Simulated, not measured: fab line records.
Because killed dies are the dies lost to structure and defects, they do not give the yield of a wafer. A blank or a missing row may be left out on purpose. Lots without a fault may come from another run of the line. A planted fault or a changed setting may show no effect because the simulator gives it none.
Split-lot study || flow berkeley-cmos170 || route with 331 steps; 5 lots, 23 wafers read

== THE SPLIT ==
At UCB170_M1_COAT_04 (resist thk 900 nm), the setting spin-rpm was moved away from the recipe's 1500 rpm on 7 of the 23 wafers read, by -3.9% to +5.7%. This setting was run at the recipe's value on the other wafers.

The split's own step is where the reading is taken.

== THE READING ==
KrF_of_M1_COAT_04.thk-nm (the simulator's own value, which no gauge read), in nm, at UCB170_M1_COAT_04 (resist thk 900 nm). There is no usual value for it anywhere in the file. Across the 16 wafers here that went through the recipe, the average is 897.1 nm and the standard deviation 2.3 nm.

{"wafer": "L075.1", "tool, chamber at the split": "litho-track-01, 0", "spin-rpm as run, rpm": 1500, "against the recipe": "recipe", "KrF_of_M1_COAT_04.thk-nm, nm": 895.9, "against lot-mates on the recipe": "-"}
{"wafer": "L075.3", "tool, chamber at the split": "litho-track-01, 0", "spin-rpm as run, rpm": 1500, "against the recipe": "recipe", "KrF_of_M1_COAT_04.thk-nm, nm": 897, "against lot-mates on the recipe": "-"}
{"wafer": "L075.6", "tool, chamber at the split": "litho-track-01, 0", "spin-rpm as run, rpm": 1500, "against the recipe": "recipe", "KrF_of_M1_COAT_04.thk-nm, nm": 899, "against lot-mates on the recipe": "-"}
{"wafer": "L077.1", "tool, chamber at the split": "litho-track-02, 0", "spin-rpm as run, rpm": 1469, "against the recipe": "-2.1%", "KrF_of_M1_COAT_04.thk-nm, nm": 907.5, "against lot-mates on the recipe": "+13.6"}
{"wafer": "L077.2", "tool, chamber at the split": "litho-track-02, 0", "spin-rpm as run, rpm": 1500, "against the recipe": "recipe", "KrF_of_M1_COAT_04.thk-nm, nm": 895.1, "against lot-mates on the recipe": "-"}
{"wafer": "L077.4", "tool, chamber at the split": "litho-track-02, 0", "spin-rpm as run, rpm": 1500, "against the recipe": "recipe", "KrF_of_M1_COAT_04.thk-nm, nm": 893.4, "against lot-mates on the recipe": "-"}
{"wafer": "L077.5", "tool, chamber at the split": "litho-track-02, 0", "spin-rpm as run, rpm": 1469, "against the recipe": "-2.1%", "KrF_of_M1_COAT_04.thk-nm, nm": 905.5, "against lot-mates on the recipe": "+11.6"}
{"wafer": "L077.6", "tool, chamber at the split": "litho-track-02, 0", "spin-rpm as run, rpm": 1500, "against the recipe": "recipe", "KrF_of_M1_COAT_04.thk-nm, nm": 893.1, "against lot-mates on the recipe": "-"}
{"wafer": "L082.1", "tool, chamber at the split": "litho-track-01, 0", "spin-rpm as run, rpm": 1586, "against the recipe": "+5.7%", "KrF_of_M1_COAT_04.thk-nm, nm": 878.2, "against lot-mates on the recipe": -22.2}
{"wafer": "L082.2", "tool, chamber at the split": "litho-track-01, 0", "spin-rpm as run, rpm": 1500, "against the recipe": "recipe", "KrF_of_M1_COAT_04.thk-nm, nm": 898.6, "against lot-mates on the recipe": "-"}
{"wafer": "L082.3", "tool, chamber at the split": "litho-track-01, 0", "spin-rpm as run, rpm": 1500, "against the recipe": "recipe", "KrF_of_M1_COAT_04.thk-nm, nm": 902.3, "against lot-mates on the recipe": "-"}
{"wafer": "L082.5", "tool, chamber at the split": "litho-track-01, 0", "spin-rpm as run, rpm": 1586, "against the recipe": "+5.7%", "KrF_of_M1_COAT_04.thk-nm, nm": 878.8, "against lot-mates on the recipe": -21.7}
{"wafer": "L082.6", "tool, chamber at the split": "litho-track-01, 0", "spin-rpm as run, rpm": 1586, "against the recipe": "+5.7%", "KrF_of_M1_COAT_04.thk-nm, nm": 876.9, "against lot-mates on the recipe": -23.6}
{"wafer": "L080.1", "tool, chamber at the split": "litho-track-04, 0", "spin-rpm as run, rpm": 1441, "against the recipe": "-3.9%", "KrF_of_M1_COAT_04.thk-nm, nm": 915.4, "against lot-mates on the recipe": "+16.3"}
{"wafer": "L080.3", "tool, chamber at the split": "litho-track-04, 0", "spin-rpm as run, rpm": 1500, "against the recipe": "recipe", "KrF_of_M1_COAT_04.thk-nm, nm": 899.4, "against lot-mates on the recipe": "-"}
{"wafer": "L080.4", "tool, chamber at the split": "litho-track-04, 0", "spin-rpm as run, rpm": 1500, "against the recipe": "recipe", "KrF_of_M1_COAT_04.thk-nm, nm": 900.7, "against lot-mates on the recipe": "-"}
{"wafer": "L080.5", "tool, chamber at the split": "litho-track-04, 0", "spin-rpm as run, rpm": 1500, "against the recipe": "recipe", "KrF_of_M1_COAT_04.thk-nm, nm": 897.1, "against lot-mates on the recipe": "-"}
{"wafer": "L080.6", "tool, chamber at the split": "litho-track-04, 0", "spin-rpm as run, rpm": 1441, "against the recipe": "-3.9%", "KrF_of_M1_COAT_04.thk-nm, nm": 915.6, "against lot-mates on the recipe": "+16.5"}
{"wafer": "L084.1", "tool, chamber at the split": "litho-track-02, 0", "spin-rpm as run, rpm": 1500, "against the recipe": "recipe", "KrF_of_M1_COAT_04.thk-nm, nm": 896.4, "against lot-mates on the recipe": "-"}
{"wafer": "L084.2", "tool, chamber at the split": "litho-track-02, 0", "spin-rpm as run, rpm": 1500, "against the recipe": "recipe", "KrF_of_M1_COAT_04.thk-nm, nm": 896.9, "against lot-mates on the recipe": "-"}
{"wafer": "L084.4", "tool, chamber at the split": "litho-track-02, 0", "spin-rpm as run, rpm": 1500, "against the recipe": "recipe", "KrF_of_M1_COAT_04.thk-nm, nm": 896.1, "against lot-mates on the recipe": "-"}
{"wafer": "L084.5", "tool, chamber at the split": "litho-track-02, 0", "spin-rpm as run, rpm": 1500, "against the recipe": "recipe", "KrF_of_M1_COAT_04.thk-nm, nm": 896.6, "against lot-mates on the recipe": "-"}
{"wafer": "L084.6", "tool, chamber at the split": "litho-track-02, 0", "spin-rpm as run, rpm": 1500, "against the recipe": "recipe", "KrF_of_M1_COAT_04.thk-nm, nm": 896.8, "against lot-mates on the recipe": "-"}

THE FIT
A straight line over all 23 wafers: KrF_of_M1_COAT_04.thk-nm changes by -3.74 nm for each +1% of spin-rpm; r = -0.97; the points scatter about the line by 2.5 nm.
The same after taking each lot's own level away (the mean of its wafers on the recipe; 23 wafers): -4.13 nm for each +1%; r = -0.99; scatter 1.6 nm.
Per that fit: largest spin-rpm move, reading shift of 24 nm.
The lots' own levels span 893.87 to 900.45 nm, that is 2.8 times the standard deviation above.
So the lot-to-lot level changes the slope little: the two slopes agree.
Check: with one of the wafers moved furthest among these (+5.7%) left out of the fit, the line predicts -23.5 nm for it against its lot-mates. It came out at -22.2 nm against them.

== OTHER SPLITS ON THESE WAFERS ==
These wafers also went through other splits before the reading. Each is held against what the fit with the lots' levels taken away leaves over:
{"other split on the same wafers": "UCB170_GATE_EXPOSE_09 dose-mj", "wafers away from the commonest value": 10, "r with KrF_of_M1_COAT_04.thk-nm (lot level and that fit taken away)": "+0.06"}
{"other split on the same wafers": "UCB170_NLDD_IMPLANT_09 energy-kev", "wafers away from the commonest value": 9, "r with KrF_of_M1_COAT_04.thk-nm (lot level and that fit taken away)": -0.07}
{"other split on the same wafers": "UCB170_NSD_IMPLANT_08 energy-kev", "wafers away from the commonest value": 10, "r with KrF_of_M1_COAT_04.thk-nm (lot level and that fit taken away)": "+0.47"}
{"other split on the same wafers": "UCB170_SILICIDE_SPUTTER_01 time-s", "wafers away from the commonest value": 7, "r with KrF_of_M1_COAT_04.thk-nm (lot level and that fit taken away)": -0.05}
{"other split on the same wafers": "UCB170_CONTACT_COAT_04 resist-thk-nm", "wafers away from the commonest value": 12, "r with KrF_of_M1_COAT_04.thk-nm (lot level and that fit taken away)": -0.44}

== THE FILE'S OWN FIT ==
KrF_of_M1_COAT_04.thk-nm changes by -4.18 nm for each +1% of spin-rpm, r = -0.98.
